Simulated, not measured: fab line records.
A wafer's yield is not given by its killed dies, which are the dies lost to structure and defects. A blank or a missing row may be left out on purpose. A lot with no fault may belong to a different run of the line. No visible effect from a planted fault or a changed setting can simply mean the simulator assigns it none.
Which tool was responsible? / flow rit-cmos / 14 lots with 42 wafers sampled at 2 steps, on a route of 202 steps

## WHAT THE GAUGES READ, wafer by wafer
The record lacks any reading of a measuring or inspecting step that a usual standard deviation could be used to judge.

## WHAT TOOL EACH LOT RAN ON (gives the tool, then ch and the chambers of the sampled wafers, and finally the start)
lot=L625; RIT_PRETRO_SOFTBAKE_02=litho-track-01 ch 0, day 2 08:47; RIT_M1_PROBE_99=-
lot=L626; RIT_PRETRO_SOFTBAKE_02=litho-track-01 ch 0, day 2 13:46; RIT_M1_PROBE_99=-
lot=L627; RIT_PRETRO_SOFTBAKE_02=litho-track-04 ch 0, day 2 21:32; RIT_M1_PROBE_99=-
lot=L628; RIT_PRETRO_SOFTBAKE_02=litho-track-03 ch 0, day 3 02:29; RIT_M1_PROBE_99=-
lot=L629; RIT_PRETRO_SOFTBAKE_02=litho-track-04 ch 0, day 3 03:39; RIT_M1_PROBE_99=-
lot=L636; RIT_PRETRO_SOFTBAKE_02=litho-track-03 ch 0, day 4 15:34; RIT_M1_PROBE_99=prober-02, day 5 21:31
lot=L637; RIT_PRETRO_SOFTBAKE_02=litho-track-03 ch 0, day 4 20:39; RIT_M1_PROBE_99=-
lot=L639; RIT_PRETRO_SOFTBAKE_02=litho-track-01 ch 0, day 5 08:39; RIT_M1_PROBE_99=-
lot=L640; RIT_PRETRO_SOFTBAKE_02=litho-track-04 ch 0, day 5 10:33; RIT_M1_PROBE_99=-
lot=L641; RIT_PRETRO_SOFTBAKE_02=litho-track-04 ch 0, day 5 17:38; RIT_M1_PROBE_99=prober-01, day 6 21:38
lot=L642; RIT_PRETRO_SOFTBAKE_02=litho-track-01 ch 0, day 5 21:33; RIT_M1_PROBE_99=-
lot=L644; RIT_PRETRO_SOFTBAKE_02=litho-track-01 ch 0, day 6 06:50; RIT_M1_PROBE_99=-
lot=L645; RIT_PRETRO_SOFTBAKE_02=litho-track-01 ch 0, day 6 12:19; RIT_M1_PROBE_99=prober-01, day 7 18:10
lot=L648; RIT_PRETRO_SOFTBAKE_02=litho-track-01 ch 0, day 7 03:01; RIT_M1_PROBE_99=-
- RIT_PRETRO_SOFTBAKE_02: time 60 s.
- RIT_M1_PROBE_99

## WHAT THE TOOLS THEMSELVES READ (means of the sampled wafers that have a number; where no wafer has one, the mark that the record gives instead)
RIT_PRETRO_SOFTBAKE_02. Usual: heater-power-total-W 34.56 W, standard deviation 0.048; plate-temp-C 90.01 C, standard deviation 0.12; run-length-s 89.10 s, standard deviation 0.14.
lot=L625; tool=litho-track-01; heater-power-total-W (W)=34.56; plate-temp-C (C)=89.96; run-length-s (s)=89.06; flag=
lot=L626; tool=litho-track-01; heater-power-total-W (W)=34.62; plate-temp-C (C)=89.94; run-length-s (s)=89.17; flag=
lot=L627; tool=litho-track-04; heater-power-total-W (W)=34.57; plate-temp-C (C)=89.93; run-length-s (s)=89.27; flag=
lot=L628; tool=litho-track-03; heater-power-total-W (W)=34.58; plate-temp-C (C)=90.20; run-length-s (s)=88.97; flag=
lot=L629; tool=litho-track-04; heater-power-total-W (W)=34.51; plate-temp-C (C)=90.10; run-length-s (s)=89.15; flag=
lot=L636; tool=litho-track-03; heater-power-total-W (W)=35.73; plate-temp-C (C)=-; run-length-s (s)=82.60; flag=OFF
lot=L637; tool=litho-track-03; heater-power-total-W (W)=35.74; plate-temp-C (C)=-; run-length-s (s)=82.59; flag=OFF
lot=L639; tool=litho-track-01; heater-power-total-W (W)=34.59; plate-temp-C (C)=89.93; run-length-s (s)=89.06; flag=
lot=L640; tool=litho-track-04; heater-power-total-W (W)=34.55; plate-temp-C (C)=90.12; run-length-s (s)=89.22; flag=
lot=L641; tool=litho-track-04; heater-power-total-W (W)=34.58; plate-temp-C (C)=89.94; run-length-s (s)=89.11; flag=
lot=L642; tool=litho-track-01; heater-power-total-W (W)=34.55; plate-temp-C (C)=90.11; run-length-s (s)=89.22; flag=
lot=L644; tool=litho-track-01; heater-power-total-W (W)=34.56; plate-temp-C (C)=89.94; run-length-s (s)=89.17; flag=
lot=L645; tool=litho-track-01; heater-power-total-W (W)=34.58; plate-temp-C (C)=89.98; run-length-s (s)=88.98; flag=
lot=L648; tool=litho-track-01; heater-power-total-W (W)=34.57; plate-temp-C (C)=90.00; run-length-s (s)=89.09; flag=

RIT_M1_PROBE_99. Usual: killed_at_M0_to_M3 0.0, standard deviation 0.12; killed-at-contacts 0.1, standard deviation 0.34; killed-at-front-end 7.0, standard deviation 2.9; killed-dies 7.2, standard deviation 2.9; killed-open 3.6, standard deviation 1.9; killed-short 3.5, standard deviation 2.1.
lot=L636 tool=prober-02 killed_at_M0_to_M3=0.0 killed-at-contacts=0.3 killed-at-front-end=6.3 killed-dies=6.7 killed-open=3.7 killed-short=3.0 flag=
lot=L641 tool=prober-01 killed_at_M0_to_M3=0.0 killed-at-contacts=0.0 killed-at-front-end=9.7 killed-dies=9.7 killed-open=4.7 killed-short=5.0 flag=
lot=L645 tool=prober-01 killed_at_M0_to_M3=0.0 killed-at-contacts=0.3 killed-at-front-end=5.3 killed-dies=5.7 killed-open=3.7 killed-short=2.0 flag=

## THE ANSWER, worked out from the rows above alone
Rule: take the mean of a lot's wafers that have a number; if it is more than 3 standard deviations from the usual mean, the lot is off. Also off: a lot with no number at a reading for which 4 or more lots have one. The other lots that the step has rows for count as sound. The gauges are gone through in route order, then the tools' own readings, and for those a lot's mean is taken as printed above. The first step at which some lot is off is used, and at that step the reading that is off furthest; a lot without a number counts as furthest.
Off: L636, L637 (RIT_PRETRO_SOFTBAKE_02, plate-temp-C). Without a number there: L636, L637.
If a tool, at that step or one of the process steps before it, ran each lot that is off and ran no sound lot following the first of them, it fits. One fits: litho-track-03 at RIT_PRETRO_SOFTBAKE_02. A fault onset in the window from L628 (day 3 02:29, its last sound lot) to L636 (day 4 15:34, its first lot off) fits.
The tool's own readings at RIT_PRETRO_SOFTBAKE_02 bear it out: on the lots that are off they differ by more than 5 times the standard deviation of the sound lots' means. heater-power-total-W reads 35.73 W there against 34.57 W on the sound lots; run-length-s reads 82.59 s there against 89.12 s on the sound lots.
Blank at RIT_PRETRO_SOFTBAKE_02 on the lots that are off, where sound lots have numbers: plate-temp-C.

## WHAT THE SIMULATOR PUT IN
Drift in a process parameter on litho-track-03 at RIT_PRETRO_SOFTBAKE_02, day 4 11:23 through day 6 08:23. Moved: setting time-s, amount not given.
Shown lots that were struck: L636, L637. This agrees with what the rule above found.
